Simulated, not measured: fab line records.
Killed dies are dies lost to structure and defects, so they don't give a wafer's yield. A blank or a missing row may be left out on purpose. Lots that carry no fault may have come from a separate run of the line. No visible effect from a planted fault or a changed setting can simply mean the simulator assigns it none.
The same fault as seen by 2 desks | flow berkeleyCmos170 | what lay behind the numbers comes last; until then each desk has only its own

== TOOL OWNER'S DESK, implanter-03 ==
The tool's own readings at UCB170_PWELL_IMPLANT_15, given as means over the sampled wafers that have a number, one for each lot that went through this tool. A lot is out of limits, marked OUT, if its mean lies more than 4 standard deviations from the usual mean; the brackets give that distance.
Columns: A = doseIonsCm2 at UCB170_PWELL_IMPLANT_15, usual 5e+12; B = faradayCurrentUA at UCB170_PWELL_IMPLANT_15, usual 15.9
lot  | first seen here | A                       | B
L645 | day 2 22:05     | 5e+12                   | 15.8
L647 | day 3 05:37     | 5e+12                   | 15.7
L649 | day 3 16:31     | 5e+12                   | 16.0
L653 | day 4 12:59     | 4e+12 (-99 or more) OUT | 13.8 (-6.3) OUT
L657 | day 5 09:52     | 4e+12 (-99 or more) OUT | 13.5 (-7.2) OUT
L668 | day 8 03:06     | 5e+12                   | 15.5
This desk's verdict: out of limits on L653, L657, starting with L653 at day 4 12:59 (doseIonsCm2 at UCB170_PWELL_IMPLANT_15). L645, L647, L649, L668: within limits.

== METROLOGY DESK ==
Means of the sampled wafers that have a number, per lot and without regard to the tool the lot ran on: this is what the gauges read. A lot is out of limits, marked OUT, if its mean lies more than 4 standard deviations from the usual mean; the brackets give that distance.
Columns: A = PWELL_TW at UCB170_PWELL_TW_MEAS_17, usual 377
lot  | first seen here | A
L645 | day 2 22:20     | 373
L647 | day 3 05:52     | 374
L646 | day 3 06:11     | 373
L649 | day 3 16:44     | 382
L648 | day 3 16:45     | 381
L651 | day 4 09:01     | 374
L652 | day 4 09:34     | 376
L653 | day 4 13:14     | 358 (-4.1) OUT
L654 | day 4 19:08     | 375
L657 | day 5 10:04     | 368
L664 | day 7 00:56     | 381
L666 | day 7 11:07     | 374
L667 | day 7 21:10     | 381
L668 | day 8 03:21     | 383
This desk finds L653 out of limits, with the earliest case on L653 at day 4 13:14 (PWELL_TW at UCB170_PWELL_TW_MEAS_17). L645, L647, L646, L649, L648, L651, L652, L654, L657, L664, L666, L667, L668: within limits.

== ALL TOGETHER ==
At day 4 12:59, on L653, L657, the tool owner's desk was in a position to raise an alarm.
Metrology desk: alarm possible at day 4 13:14 on L653.
The metrology desk holds a record of L657, inside its limits.
Of the lots named, all ran UCB170_PWELL_IMPLANT_15 on implanter-03.

== WHAT HAD BEEN PUT IN BY THE SIMULATOR ==
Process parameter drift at UCB170_PWELL_IMPLANT_15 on implanter-03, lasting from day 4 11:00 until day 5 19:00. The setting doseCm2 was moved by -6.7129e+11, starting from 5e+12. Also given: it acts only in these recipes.
Struck lots among those shown: L653, L657.
Fault start to first reading out of limits, in hours, per desk: tool owner, 2; metrology, 2.
